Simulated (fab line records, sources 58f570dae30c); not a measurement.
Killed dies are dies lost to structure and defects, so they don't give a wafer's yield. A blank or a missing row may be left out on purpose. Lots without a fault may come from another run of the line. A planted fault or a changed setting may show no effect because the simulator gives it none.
Which tool did it? | flow berkeley_cmos170 | 7 lots, 21 wafers sampled, at 2 steps of a route of 331

WHAT THE GAUGES READ, wafer by wafer
UCB170_PLDD_TW_MEAS_11.
lot  | measured     | on            | PLDD_TW
L369 | day 7 23:56  | film_metro-02 | 1007 1010 1005
L372 | day 8 15:07  | film_metro-01 | 1009 1019 1013
L376 | day 9 11:04  | film_metro-02 | 995 994 989
L381 | day 10 05:47 | film_metro-02 | 1008 1005 1006
L383 | day 10 07:15 | film_metro-03 | 991 996 995
L387 | day 11 08:05 | film_metro-03 | 30 30 30
L389 | day 11 21:42 | film_metro-02 | 1001 997 1006

WHICH TOOL RAN EACH LOT (tool, then ch and the chambers of the sampled wafers, then the start)
lot  | UCB170_PLDD_DEVELOP_05
L369 | litho_track-02 ch 0, day 7 22:00
L372 | litho_track-04 ch 0, day 8 14:00
L376 | litho_track-03 ch 0, day 9 10:00
L381 | litho_track-04 ch 0, day 10 05:00
L383 | litho_track-04 ch 0, day 10 06:00
L387 | litho_track-02 ch 0, day 11 07:00
L389 | litho_track-03 ch 0, day 11 21:00
- UCB170_PLDD_DEVELOP_05: develop time 45 s.

THE ANSWER, worked out from the rows above alone
Rule: what is usual is taken from the lots themselves. Put in order of their means at a reading, lots are off if they are a third of the lots or fewer, leave a main group of 4 or more, and stand apart from it by a gap of 3 or more times the standard deviation of the main group's means; of several such gaps the widest counts. A main group whose means are all the same, to the digits that the tables above print for the reading, isn't used. A lot without any number at a reading at which 4 lots or more have one is off too. The other lots that the step has rows for count as sound.
Off: L387, at UCB170_PLDD_TW_MEAS_11 (PLDD_TW). The main group: mean 1003, standard deviation 7.5.
A tool fits if, at a process step before that reading, it ran every lot that is off, and no sound lot after the first of them. The gauges at UCB170_PLDD_TW_MEAS_11 are tried like those tools. Can't be told from this: 2 tools fit, litho_track-02 at UCB170_PLDD_DEVELOP_05, film_metro-03 at UCB170_PLDD_TW_MEAS_11.

WHAT THE SIMULATOR HAD PUT IN
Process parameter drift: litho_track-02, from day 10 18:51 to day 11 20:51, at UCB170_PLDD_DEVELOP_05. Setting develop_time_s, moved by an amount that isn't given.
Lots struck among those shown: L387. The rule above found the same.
